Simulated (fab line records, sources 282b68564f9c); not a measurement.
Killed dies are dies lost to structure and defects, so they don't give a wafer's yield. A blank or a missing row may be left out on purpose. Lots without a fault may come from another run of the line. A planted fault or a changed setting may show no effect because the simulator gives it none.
fab line records | flow rit_cmos | part 2 of 2: steps 33 to 47 of 47
record lots=5 wafers=15 last_day=5
route steps=202 shown PRETRO@65 GATE@75 FOX2@80 REOX@98 NLDD@103
lots that met no fault: from a run of the same line without faults
start_h: hours from the record's first day to the start of the lot's first wafer shown | wait_h: hours since the lot's step before | " the same as in the row above | L1.1+2: a row that stands for several wafers | - no value, or no start given | * or withheld: withheld | < > ~ a bound
route shown NAME@n: a module of which the file shows steps, and the number in the route of the first | usual: mean/standard deviation of fault-free wafers | same: alike in all rows | chamber/n: place in a boat | sites: the reading at each site | _std_site: their standard deviation | _edge_site: outer sites' mean less inner sites' | radius_mm: how far each site lies from the wafer's centre | mask NAME#n: copy n | behind: the tool/chamber that last shaped the wafer | hold: why the lot was held/for how many hours/how that ended | device: the transistor (n, p or np) that didn't switch | end of line: the same wafers' tests at the end of the route | a step without rows: its recipe alone | killed: dies lost to structure and defects at the first sort, not the wafer's yield | map: a wafer's dies, x killed, . not, _ none there
set.NAME: the setting as run; set.NAME@STEP: as run at that earlier step | model.NAME: the simulator's own value behind a step, which no gauge read
lots at some steps of the route; a table a step, a row a wafer
services: from which hour (start_h, from the record's first day; less than 0 if before it) a tool's chamber was out of use, for how many hours, and why
## steps
# step RIT_GATE_CD_MEAS_90
# recipe target_cd_nm=150
# usual cd_nm=149.8/2.3
# columns lot.wafer tool chamber start_h wait_h cd_nm
L075.2 cd_sem-01 - 43.14 0.1 152.2
L075.4 " - " " 150.1
L075.5 " - " " 153.4
L079.2 cd_sem-01 - 64.11 0.1 151.0
L079.3 " - " " 150.2
L079.6 " - " " 151.1
L080.2 cd_sem-01 - 68.83 0.1 150.1
L080.3 " - " " 149.3
L080.4 " - " " 147.6
L082.1 cd_sem-01 - 79.70 0.1 150.9
L082.2 " - " " 148.9
L082.5 " - " " 147.9
L087.1 cd_sem-02 - 104.33 0.1 148.0
L087.2 " - " " 148.6
L087.3 " - " " 150.2
# step RIT_REOX_CLEAN_00
# recipe chemistry=SC1 mix=3:3:50 time_s=600 temp_c=75
# columns lot.wafer tool chamber start_h wait_h
L075.2+4+5 wet_bench-02 0 43.24 0.1
L079.2+3+6 wet_bench-04 0 64.21 0.1
L080.2+3+4 wet_bench-02 0 68.93 0.1
L082.1+2+5 wet_bench-02 1 79.82 0.1
L087.1+2+3 wet_bench-02 3 104.45 0.1
# step RIT_REOX_CLEAN_01
# recipe chemistry=dHF dilution=50:1 time_s=30
# columns lot.wafer tool chamber start_h wait_h
L075.2+4+5 wet_bench-04 0 43.41 0.0
L079.2+3+6 wet_bench-02 1 64.39 0.0
L080.2+3+4 wet_bench-01 3 69.14 0.0
L082.1+2+5 wet_bench-01 1 80.01 0.0
L087.1+2+3 wet_bench-01 3 104.63 0.0
# step RIT_REOX_CLEAN_02
# recipe chemistry=SC2 mix=3:3:50 time_s=600 temp_c=75 dry=n2_spin
# columns lot.wafer tool chamber start_h wait_h
L075.2+4+5 wet_bench-01 0 43.43 0.0
L079.2+3+6 wet_bench-01 3 64.41 0.0
L080.2+3+4 wet_bench-02 2 69.16 0.0
L082.1+2+5 wet_bench-02 3 80.03 0.0
L087.1+2+3 wet_bench-04 1 104.65 0.0
# step RIT_REOX_OXIDATION_03
# recipe temp_c=900 ambient=O2 target_thk_a=252 ox_time_s=5580
# usual ox_temp_c_max=904.3/1.1
# columns lot.wafer tool chamber start_h wait_h ox_temp_c_max
L075.2 furnace-03 0 44.49 0.9 904.6
L075.4 " 0 " " 903.9
L075.5 " 0 " " 903.7
L079.2 furnace-03 0 65.04 0.5 903.6
L079.3 " 0 " " 903.1
L079.6 " 0 " " 904.4
L080.2 furnace-03 0 69.37 0.0 903.9
L080.3 " 0 " " 903.2
L080.4 " 0 " " 904.2
L082.1 furnace-01 0 81.23 1.0 903.9
L082.2 " 0 " " 903.2
L082.5 " 0 " " 902.3
L087.1 furnace-04 0 105.18 0.3 904.9
L087.2 " 0 " " 905.0
L087.3 " 0 " " 906.2
# step RIT_REOX_THK_MEAS_04
# recipe reads=SiO2_of_REOX_OXIDATION_03
# usual REOX_OXIDE_THK=25.0/0.51
# columns lot.wafer tool chamber start_h wait_h REOX_OXIDE_THK[nm]
L075.2 film_metro-04 - 47.05 0.0 25.9
L075.4 " - " " 25.5
L075.5 " - " " 25.6
L079.2 film_metro-03 - 67.60 0.0 25.6
L079.3 " - " " 26.0
L079.6 " - " " 25.6
L080.2 film_metro-03 - 71.93 0.0 25.0
L080.3 " - " " 25.3
L080.4 " - " " 25.3
L082.1 film_metro-01 - 83.78 0.0 24.7
L082.2 " - " " 24.7
L082.5 " - " " 25.0
L087.1 film_metro-01 - 107.73 0.0 25.2
L087.2 " - " " 24.8
L087.3 " - " " 25.2
# step RIT_NLDD_HMDS_00
# recipe prime_time_s=60 prime_temp_c=140
# columns lot.wafer tool chamber start_h wait_h
L075.2+4+5 litho_track-03 0 47.12 0.1
L079.2+3+6 litho_track-01 0 67.68 0.1
L080.2+3+4 litho_track-03 0 72.00 0.1
L082.1+2+5 litho_track-01 0 83.84 0.1
L087.1+2+3 litho_track-04 0 107.79 0.1
# step RIT_NLDD_COAT_01
# recipe resist=NOVOLAK spin_rpm=3250 resist_thk_nm=1000
# columns lot.wafer tool chamber start_h wait_h
L075.2+4+5 litho_track-03 0 47.27 0.1
L079.2+3+6 litho_track-01 0 67.83 0.1
L080.2+3+4 litho_track-03 0 72.15 0.1
L082.1+2+5 litho_track-01 0 83.99 0.1
L087.1+2+3 litho_track-04 0 107.94 0.1
# step RIT_NLDD_SOFTBAKE_02
# recipe resist=NOVOLAK temp_c=90 time_s=60
# usual plate_temp_C=89.99/0.11
# columns lot.wafer tool chamber start_h wait_h plate_temp_C
L075.2 litho_track-03 0 47.42 0.1 89.98
L075.4 " 0 " " 90.27
L075.5 " 0 " " 90.05
L079.2 litho_track-01 0 67.98 0.1 90.05
L079.3 " 0 " " 89.88
L079.6 " 0 " " 89.85
L080.2 litho_track-03 0 72.30 0.1 90.07
L080.3 " 0 " " 90.08
L080.4 " 0 " " 89.94
L082.1 litho_track-01 0 84.14 0.1 90.12
L082.2 " 0 " " 90.02
L082.5 " 0 " " 89.91
L087.1 litho_track-04 0 108.09 0.1 89.98
L087.2 " 0 " " 89.99
L087.3 " 0 " " 90.13
# step RIT_NLDD_EXPOSE_03
# recipe mask_id=M7 na=0.57 target_cd_nm=40700 dose_mj=250
# usual exposure_dose_mJ_cm2=250.03/0.25
# columns lot.wafer tool chamber start_h wait_h mask exposure_dose_mJ_cm2
L075.2 iline_stepper-02 0 47.69 0.2 M7#0 250.42
L075.4 " 0 " " M7#0 250.25
L075.5 " 0 " " M7#0 250.14
L079.2 iline_stepper-01 0 68.13 0.1 M7#0 249.95
L079.3 " 0 " " M7#0 250.33
L079.6 " 0 " " M7#0 250.28
L080.2 iline_stepper-01 0 72.45 0.1 M7#0 250.09
L080.3 " 0 " " M7#0 250.02
L080.4 " 0 " " M7#0 249.98
L082.1 iline_stepper-02 0 84.40 0.2 M7#0 250.27
L082.2 " 0 " " M7#0 250.17
L082.5 " 0 " " M7#0 250.08
L087.1 iline_stepper-01 0 108.37 0.2 M7#0 249.40
L087.2 " 0 " " M7#0 249.63
L087.3 " 0 " " M7#0 249.55
# step RIT_NLDD_PEB_04
# recipe resist=NOVOLAK temp_c=withheld time_s=withheld
# columns lot.wafer tool chamber start_h wait_h
L075.2+4+5 litho_track-01 0 47.81 0.1
L079.2+3+6 litho_track-03 0 68.25 0.1
L080.2+3+4 litho_track-03 0 72.57 0.1
L082.1+2+5 litho_track-01 0 84.51 0.1
L087.1+2+3 litho_track-04 0 108.49 0.1
# step RIT_NLDD_DEVELOP_05
# recipe resist=NOVOLAK develop_time_s=50 dev_temp_c=23
# columns lot.wafer tool chamber start_h wait_h
L075.2+4+5 litho_track-01 0 - -
L079.2+3+6 litho_track-03 0 - -
L080.2+3+4 litho_track-03 0 - -
L082.1+2+5 litho_track-01 0 - -
L087.1+2+3 litho_track-04 0 - -
# step RIT_NLDD_OVL_MEAS_06
# usual NLDD_OVL=-1.1/1.5
# columns lot.wafer tool chamber start_h wait_h NLDD_OVL[nm]
L075.2 overlay-01 - 48.08 - -3.1
L075.4 " - " " -3.7
L075.5 " - " " -3.7
L079.2 overlay-01 - 68.51 - -0.2
L079.3 " - " " -1.2
L079.6 " - " " -0.7
L080.2 overlay-01 - 72.84 - -0.7
L080.3 " - " " 0.3
L080.4 " - " " 0.3
L082.1 overlay-02 - 84.80 - -0.2
L082.2 " - " " -0.5
L082.5 " - " " -1.9
L087.1 overlay-01 - 108.77 - -1.4
L087.2 " - " " -0.9
L087.3 " - " " -2.2
# step RIT_NLDD_HARDBAKE_07
# recipe resist=NOVOLAK temp_c=140 time_s=60
# usual plate_temp_C=140.01/0.14
# columns lot.wafer tool chamber start_h wait_h plate_temp_C
L075.2 litho_track-03 0 48.13 0.0 140.07
L075.4 " 0 " " 139.91
L075.5 " 0 " " 139.89
L079.2 litho_track-04 0 68.57 0.0 140.09
L079.3 " 0 " " 139.82
L079.6 " 0 " " 139.95
L080.2 litho_track-03 0 72.89 0.0 140.21
L080.3 " 0 " " 140.23
L080.4 " 0 " " 140.07
L082.1 litho_track-03 0 84.83 0.0 140.21
L082.2 " 0 " " 140.24
L082.5 " 0 " " 140.00
L087.1 litho_track-03 0 108.93 0.2 139.83
L087.2 " 0 " " 139.80
L087.3 " 0 " " 139.80
# step RIT_NLDD_IMPLANT_08
# recipe species=P energy_kev=20 dose_cm2=5e+14 tilt_deg=7
# columns lot.wafer tool chamber start_h wait_h
L075.2+4+5 implanter-02 0 48.28 0.1
L079.2+3+6 implanter-03 0 68.72 0.1
L080.2+3+4 implanter-02 0 73.04 0.1
L082.1+2+5 implanter-03 0 84.98 0.1
L087.1+2+3 implanter-02 0 109.08 0.1
## services
# columns tool chamber start_h hours kind
wet_bench-01 - 20.44 3.0 repair
furnace-04 - 34.39 2.6 pm
implanter-03 - 35.90 3.8 pm
iline_stepper-01 - 35.95 1.7 pm
implanter-04 - 36.35 3.1 pm
rie_si-02 1 52.43 3.8 repair
iline_stepper-02 0 58.50 - calibration
furnace-01 - 59.51 4.3 pm
implanter-02 - 65.66 1.6 repair
rie_si-01 0 68.45 4.4 repair
rie_si-02 0 69.07 6.1 repair
implanter-01 - 74.73 2.6 repair
lpcvd-01 - 80.88 2.1 repair
iline_stepper-01 - 90.75 4.4 pm
iline_stepper-02 - 97.09 1.7 pm
implanter-04 - 107.55 4.1 repair
plasma_asher-03 - 107.98 6.8 repair
plasma_asher-02 - 108.75 9.0 pm
plasma_asher-02 0 108.75 9.0 vent_cycle
plasma_asher-02 1 108.75 9.0 vent_cycle
